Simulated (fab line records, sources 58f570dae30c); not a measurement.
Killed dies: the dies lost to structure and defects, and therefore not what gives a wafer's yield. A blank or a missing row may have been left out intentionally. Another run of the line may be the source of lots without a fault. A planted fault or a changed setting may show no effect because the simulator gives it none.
Code-filled problem report in 8D (eight disciplines) form + flow berkeleyCmos170 + the parts of the form that need people (team, actions taken, sign-off) are left out

== 1. THE PROBLEM ==
Mean of biasW at UCB170_M3_METAL_ETCH_18: 99.0 W across 4 wafers in 2 lots; on wafers with no fault it is 120.0 W (standard deviation 0.38). Measured from the usual mean, that is -55 standard deviations.
The step: etches Al in Cl2/BCl3, stops on SiO2, target depth 1170 nm, time 195 s.
First seen on wafer L809.2, day 11 03:52, on rieMetal-01. The record has a number at this step for 42 wafers belonging to 14 lots. By rule, "out" or "out of limits" means more than 4 standard deviations away from the usual mean. Any other wafer with a number is counted as sound.

== 2. WHAT IT IS AND WHAT IT IS NOT ==
| question                    | is                             | is not                                                                                 |
|-----------------------------|--------------------------------|----------------------------------------------------------------------------------------|
| which readings at this step | biasW                          | bcl3FlowSccm, drypumpMotorCurrentA, oesProductAu, throttleValvePct                     |
| which lots                  | L809, L811                     | L794, L798, L799, L800, L802, L804, L805, L806, L808, L810, L816, L817                 |
| which wafers of those lots  | L809.2, L809.4, L811.2, L811.3 | L809.6, L811.4                                                                         |
| read on which tools         | rieMetal-01                    | rieMetal-02, rieMetal-03                                                               |
| when                        | from day 11 03:52              | up to then (28 sound wafers); but 10 sound wafers of L810, L811, L816, L817 came after |

== 3. SUSPECTS, AND WHAT RULES EACH OUT ==
Counting: if a tool at a process step up to the reading ran every lot that is out, it stays a suspect. Sound lots after the first of them don't rule it out here, since some wafers of a struck lot are sound.
- rieMetal-01 at UCB170_M3_METAL_ETCH_18 (etches Al in Cl2/BCl3, stops on SiO2, target depth 1170 nm, time 195 s): kept. It ran every lot that is out, first L809 (day 11 03:52); its last sound lot up to then is L804 (day 9 23:17). Its own readings are out on those wafers: biasW.
- Within rieMetal-01 at UCB170_M3_METAL_ETCH_18: the wafers that are out ran in chamber 0; their sound lot-mates ran in chamber 1.
The count leaves rieMetal-01 at UCB170_M3_METAL_ETCH_18.

== 4. THE CAUSE (what the simulator had put in) ==
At UCB170_M3_METAL_ETCH_18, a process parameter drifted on rieMetal-01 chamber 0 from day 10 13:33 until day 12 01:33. The setting biasW was moved by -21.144, starting from 120. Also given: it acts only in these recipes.
Only this tool survived the counting.

== 5. THE EFFECT CHAIN, in route order ==
Each row: a reading where the mean over the struck wafers with a number is more than 3 standard deviations away from the usual. Only readings whose record carries a usual standard deviation are examined. hours: median over the lots of the time between each lot's start at the first step of this table that gives one and its start at this step. sigmas: the change, counted in usual standard deviations.
| hours | step                    | reading      | usual      | on struck wafers | change | sigmas |
|-------|-------------------------|--------------|------------|------------------|--------|--------|
| 0     | UCB170_M3_METAL_ETCH_18 | biasW        | 120.0 W    | 99.0             | -21.0  | -55    |
| 0     | UCB170_M3_STRIP_19      | oesProductAu | 0.554 a.u. | 0.600            | +0.046 | +4.6   |
The process steps in it:
- UCB170_M3_METAL_ETCH_18: etches Al in Cl2/BCl3, stops on SiO2, target depth 1170 nm, time 195 s.
- UCB170_M3_STRIP_19: strips in O2.

== 6. HOW IT WOULD HAVE BEEN CAUGHT EARLIER ==
In this record no reading fell out of limits until day 11 03:52, 14 hours after the fault had begun at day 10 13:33.
